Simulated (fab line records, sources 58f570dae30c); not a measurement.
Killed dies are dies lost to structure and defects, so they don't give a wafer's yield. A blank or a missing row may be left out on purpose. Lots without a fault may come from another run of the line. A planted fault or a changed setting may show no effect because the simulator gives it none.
fab line records | flow berkeley_cmos170
record lots=15 wafers=45 last_day=12
route steps=331 shown CONTACT@228 M1@248
lots that met no fault: from a run of the same line without faults
start_h: hours from the record's first day to the start of the lot's first wafer shown | wait_h: hours since the lot's step before | " the same as in the row above | L1.1+2: a row that stands for several wafers | - no value, or no start given | * or withheld: withheld | < > ~ a bound
route shown NAME@n: a module of which the file shows steps, and the number in the route of the first | usual: mean/standard deviation of fault-free wafers | same: alike in all rows | chamber/n: place in a boat | sites: the reading at each site | _std_site: their standard deviation | _edge_site: outer sites' mean less inner sites' | radius_mm: how far each site lies from the wafer's centre | mask NAME#n: copy n | behind: the tool/chamber that last shaped the wafer | hold: why the lot was held/for how many hours/how that ended | device: the transistor (n, p or np) that didn't switch | end of line: the same wafers' tests at the end of the route | a step without rows: its recipe alone | killed: dies lost to structure and defects at the first sort, not the wafer's yield | map: a wafer's dies, x killed, . not, _ none there
set.NAME: the setting as run; set.NAME@STEP: as run at that earlier step | model.NAME: the simulator's own value behind a step, which no gauge read
steps of the route over a sample of lots; a table a step, a row a wafer
services: from which hour (start_h, from the record's first day; less than 0 if before it) a tool's chamber was out of use, for how many hours, and why
## steps
# step UCB170_CONTACT_EXPOSE_12
# recipe mask_id=CONT target_cd_nm=700 na=0.5 sigma_outer=0.6 source_shape=conventional dose_mj=35
# usual exposure_dose_mJ_cm2=34.98/0.031 focus_offset_nm=-0.1/0.56
# columns lot.wafer tool chamber start_h wait_h mask exposure_dose_mJ_cm2 focus_offset_nm
L137.3 krf_scanner-02 0 167.13 - CONT#0 35.02 -1.1
L137.5 " 0 " " CONT#0 35.00 -0.5
L137.6 " 0 " " CONT#0 34.98 -1.4
L134.2 krf_scanner-02 0 169.46 - CONT#0 34.94 -0.4
L134.3 " 0 " " CONT#0 34.98 0.0
L134.4 " 0 " " CONT#0 34.98 0.0
L133.2 krf_scanner-01 0 169.70 - CONT#0 35.01 0.5
L133.4 " 0 " " CONT#0 34.97 -0.2
L133.6 " 0 " " CONT#0 34.92 -0.6
L136.1 krf_scanner-02 0 169.92 - CONT#0 34.95 0.5
L136.3 " 0 " " CONT#0 34.98 -0.4
L136.5 " 0 " " CONT#0 34.96 -0.1
L135.2 krf_scanner-01 0 170.23 - CONT#0 35.04 0.3
L135.4 " 0 " " CONT#0 34.99 -0.9
L135.6 " 0 " " CONT#0 35.02 -0.1
L141.1 krf_scanner-01 - 202.07 - CONT#0 - -
L141.5 " - " " CONT#0 - -
L141.6 " - " " CONT#0 - -
L140.2 krf_scanner-02 - 203.37 - CONT#0 - -
L140.3 " - " " CONT#0 - -
L140.6 " - " " CONT#0 - -
L142.2 krf_scanner-01 - 204.82 - CONT#0 - -
L142.4 " - " " CONT#0 - -
L142.5 " - " " CONT#0 - -
L150.3 krf_scanner-02 0 250.90 - CONT#0 35.00 0.0
L150.4 " 0 " " CONT#0 35.01 0.5
L150.5 " 0 " " CONT#0 34.96 0.7
L151.1 krf_scanner-01 0 251.49 - CONT#0 35.01 -0.8
L151.4 " 0 " " CONT#0 34.97 -0.1
L151.5 " 0 " " CONT#0 35.04 -0.1
L152.1 krf_scanner-01 0 252.51 - CONT#0 35.01 0.0
L152.2 " 0 " " CONT#0 34.95 0.3
L152.4 " 0 " " CONT#0 34.97 0.0
L153.3 krf_scanner-02 0 263.20 - CONT#0 34.99 0.2
L153.4 " 0 " " CONT#0 34.99 -0.3
L153.6 " 0 " " CONT#0 34.99 -0.1
L154.1 krf_scanner-01 0 263.41 - CONT#0 34.96 -0.4
L154.4 " 0 " " CONT#0 34.96 -1.0
L154.5 " 0 " " CONT#0 34.91 0.1
L156.1 krf_scanner-01 0 276.12 - CONT#0 34.99 -0.3
L156.4 " 0 " " CONT#0 34.96 -0.1
L156.6 " 0 " " CONT#0 34.96 0.4
L155.2 krf_scanner-01 0 276.91 - CONT#0 34.99 -0.3
L155.3 " 0 " " CONT#0 35.02 0.4
L155.5 " 0 " " CONT#0 34.99 0.9
# step UCB170_CONTACT_ETCH_17
# recipe chemistry=N2/H2 target_depth_a=withheld overetch_a=withheld target=BARC time_s=withheld source_w=500 bias_w=100 pressure_mtorr=30 n2_flow_sccm=100 h2_flow_sccm=200
# usual drypump_motor_current_A=5.6/0.44 oes_product_au=1.000/0.016 throttle_valve_pct=13.26/0.18
# columns lot.wafer tool chamber start_h wait_h drypump_motor_current_A oes_product_au throttle_valve_pct
L137.3 rie_diel-04 2 167.85 0.0 5.2 1.006 13.26
L137.5 " 3 " " 6.0 1.008 12.90
L137.6 " 2 " " 5.2 1.007 13.23
L134.2 rie_diel-02 1 169.99 0.0 5.9 1.006 13.30
L134.3 " 3 " " 5.9 1.014 13.20
L134.4 " 2 " " 6.0 0.985 13.17
L133.2 rie_diel-01 2 170.26 0.0 5.5 1.021 13.46
L133.4 " 0 " " 5.4 1.018 13.46
L133.6 " 3 " " 6.1 0.991 13.42
L136.1 rie_diel-04 0 170.53 0.0 6.3 0.985 13.52
L136.3 " 2 " " 5.2 1.016 13.26
L136.5 " 3 " " 6.1 1.014 12.88
L135.2 rie_diel-02 0 170.89 0.0 4.8 0.972 13.34
L135.4 " 3 " " 5.8 1.011 13.19
L135.6 " 1 " " 5.8 1.001 13.30
L141.1 rie_diel-01 1 202.62 0.0 5.2 1.002 13.11
L141.5 " 3 " " 6.0 0.992 13.42
L141.6 " 2 " " 5.5 1.028 13.46
L140.2 rie_diel-04 3 203.90 0.0 6.0 0.999 12.89
L140.3 " 2 " " 5.2 0.997 13.25
L140.6 " 2 " " 5.1 1.008 13.25
L142.2 rie_diel-02 3 205.35 0.0 5.9 1.027 13.20
L142.4 " 0 " " 4.8 0.978 13.36
L142.5 " 2 " " 6.0 0.989 13.16
L150.3 rie_diel-01 0 251.41 0.0 5.3 1.017 13.48
L150.4 " 1 " " 5.2 0.995 13.12
L150.5 " 1 " " 5.2 0.994 13.12
L151.1 rie_diel-02 0 252.13 0.0 4.8 0.993 13.35
L151.4 " 1 " " 5.9 0.992 13.27
L151.5 " 0 " " 4.8 0.983 13.36
L152.1 rie_diel-02 3 253.06 0.0 5.9 1.018 13.20
L152.2 " 0 " " 4.8 0.983 13.35
L152.4 " 1 " " 5.8 0.994 13.29
L153.3 rie_diel-02 0 263.73 0.0 4.8 0.975 13.35
L153.4 " 3 " " 5.9 1.018 13.20
L153.6 " 2 " " 6.0 0.990 13.16
L154.1 rie_diel-01 2 264.54 0.0 5.5 1.025 13.46
L154.4 " 1 " " 5.2 0.996 13.12
L154.5 " 2 " " 5.5 1.027 13.47
L156.1 rie_diel-04 0 276.66 0.0 6.2 0.981 13.52
L156.4 " 3 " " 6.1 1.005 12.89
L156.6 " 2 " " 5.2 1.012 13.25
L155.2 rie_diel-01 1 277.43 0.0 5.2 0.997 13.11
L155.3 " 2 " " 5.5 1.018 13.46
L155.5 " 3 " " 6.1 0.996 13.42
# step UCB170_M1_OVL_MEAS_10
# usual M1_OVL=1/5.9
# columns lot.wafer tool chamber start_h wait_h M1_OVL[nm]
L137.3 overlay-01 - 170.63 0.1 0
L137.5 " - " " -4
L137.6 " - " " 9
L134.2 overlay-02 - 172.13 0.1 3
L134.3 " - " " -5
L134.4 " - " " 5
L133.2 overlay-01 - 172.53 0.1 1
L133.4 " - " " -5
L133.6 " - " " 4
L136.1 overlay-02 - 179.68 0.1 5
L136.3 " - " " 0
L136.5 " - " " 3
L135.2 overlay-02 - 179.96 0.1 -3
L135.4 " - " " -4
L135.6 " - " " -13
L150.3 overlay-02 - 253.33 0.1 0
L150.4 " - " " -5
L150.5 " - " " -1
L151.1 overlay-02 - 254.04 0.1 6
L151.4 " - " " -4
L151.5 " - " " 6
L152.1 overlay-01 - 255.19 0.1 -10
L152.2 " - " " -5
L152.4 " - " " -11
L153.3 overlay-02 - 266.69 0.1 0
L153.4 " - " " 0
L153.6 " - " " 0
L154.1 overlay-02 - 267.23 0.1 6
L154.4 " - " " 4
L154.5 " - " " 8
L156.1 overlay-02 - 278.83 0.1 10
L156.4 " - " " 5
L156.6 " - " " 5
L155.2 overlay-02 - 280.14 0.1 -2
L155.3 " - " " 3
L155.5 " - " " 1
# step UCB170_M1_STRIP_13
# recipe chemistry=O2 power_w=400 pressure_mtorr=3500 platen_temp_c=withheld o2_flow_sccm=400 overash_fraction=0.5
# usual drypump_motor_current_A=5.6/0.53 oes_product_au=0.720/0.0048
# columns lot.wafer tool chamber start_h wait_h drypump_motor_current_A oes_product_au rf_hours_counter_h
L137.3 plasma_asher-03 0 170.86 0.1 5.0 0.721 -
L137.5 " 1 " " 6.1 0.716 -
L137.6 " 0 " " 5.0 0.725 -
L134.2 plasma_asher-04 0 172.33 0.1 6.7 0.724 7
L134.3 " 0 " " 6.7 0.714 -
L134.4 " 1 " " 6.0 0.723 -
L133.2 plasma_asher-02 0 172.87 0.2 5.1 0.707 46
L133.4 " 1 " " 5.8 0.722 -
L133.6 " 0 " " 5.1 0.713 -
L136.1 plasma_asher-02 1 179.89 0.1 5.8 0.719 47
L136.3 " 1 " " 5.8 0.721 -
L136.5 " 0 " " 5.1 0.717 -
L135.2 plasma_asher-03 0 180.17 0.1 5.0 0.721 47
L135.4 " 1 " " 6.1 0.720 -
L135.6 " 1 " " 6.1 0.723 -
L150.3 plasma_asher-02 1 253.56 0.1 5.8 0.719 -
L150.4 " 0 " " 5.1 0.721 -
L150.5 " 0 " " 5.1 0.719 -
L151.1 plasma_asher-03 0 254.25 0.1 5.0 0.727 55
L151.4 " 1 " " 6.1 0.728 -
L151.5 " 0 " " 5.0 0.726 -
L152.1 plasma_asher-03 0 255.40 0.1 5.0 0.715 55
L152.2 " 1 " " 6.1 0.719 55
L152.4 " 0 " " 4.9 0.724 -
L153.3 plasma_asher-02 1 266.92 0.1 5.8 0.719 -
L153.4 " 0 " " 5.1 0.720 -
L153.6 " 0 " " 5.1 0.725 -
L154.1 plasma_asher-04 0 267.44 0.1 6.7 0.717 18
L154.4 " 0 " " 6.7 0.717 -
L154.5 " 1 " " 6.0 0.717 -
L156.1 plasma_asher-03 1 279.04 0.1 6.1 0.713 58
L156.4 " 0 " " 5.0 0.715 -
L156.6 " 0 " " 5.0 0.718 -
L155.2 plasma_asher-02 0 280.35 0.1 5.1 0.715 59
L155.3 " 1 " " 5.8 0.711 -
L155.5 " 1 " " 5.8 0.717 -
## services
# columns tool chamber start_h hours kind
plasma_asher-02 - 158.13 6.6 pm
rie_diel-01 - 160.03 1.0 repair
rie_diel-04 1 165.43 3.0 repair
rie_diel-01 1 165.58 - clean
rie_diel-01 1 165.58 19.2 scheduled_down
rie_diel-01 1 165.58 19.2 vent_cycle
krf_scanner-02 - 187.76 0.4 repair
rie_diel-02 1 189.88 - clean
rie_diel-02 1 189.88 18.7 scheduled_down
rie_diel-02 1 189.88 18.7 vent_cycle
krf_scanner-02 - 193.20 0.8 pm
krf_scanner-01 - 194.13 0.8 pm
krf_scanner-02 - 194.90 1.0 pm
krf_scanner-02 0 214.66 - calibration
krf_scanner-01 0 222.14 - calibration
krf_scanner-01 - 229.34 1.0 pm
plasma_asher-03 - 247.36 0.5 repair
rie_diel-04 0 253.11 6.5 repair
rie_diel-04 2 259.17 15.0 repair
krf_scanner-02 - 264.59 1.3 pm
## key
first_sign step=UCB170_CONTACT_EXPOSE_12 reading=tool_record direction=missing
effect none on later readings
met_at UCB170_CONTACT_EXPOSE_12
struck_lots L140,L141,L142
later_rows_left_out L140.2,L140.3,L140.6,L141.1,L141.5,L141.6,L142.2,L142.4,L142.5
sort_left_out L140.2,L140.3,L140.6,L141.1,L141.5,L141.6,L142.2,L142.4,L142.5
tester_left_out L140,L141,L142
not_acting_at UCB170_CONTACT_ETCH_17,UCB170_M1_OVL_MEAS_10,UCB170_M1_STRIP_13
onset_between 170.23 202.07
fault kind=skipped_step_whole tool=krf_scanner-01,krf_scanner-02 chamber=- onset_h=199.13 steps=UCB170_CONTACT_EXPOSE_12 scope=struck_lots_only
# tester_left_out: of these lots the tester's yield and bins aren't shown, on N5 and GAA mostly nor the transistor test; their killed dies are dies lost to structure and defects alone, not to doping, threshold or leakage, so they don't give the yield
# sort_left_out: the simulated sort isn't trusted on such a fault, so these wafers' sort isn't shown, and their yield isn't known
# later_rows_left_out: the simulator's readings of these wafers behind a module that went badly wrong aren't trusted and aren't shown, but for the sort
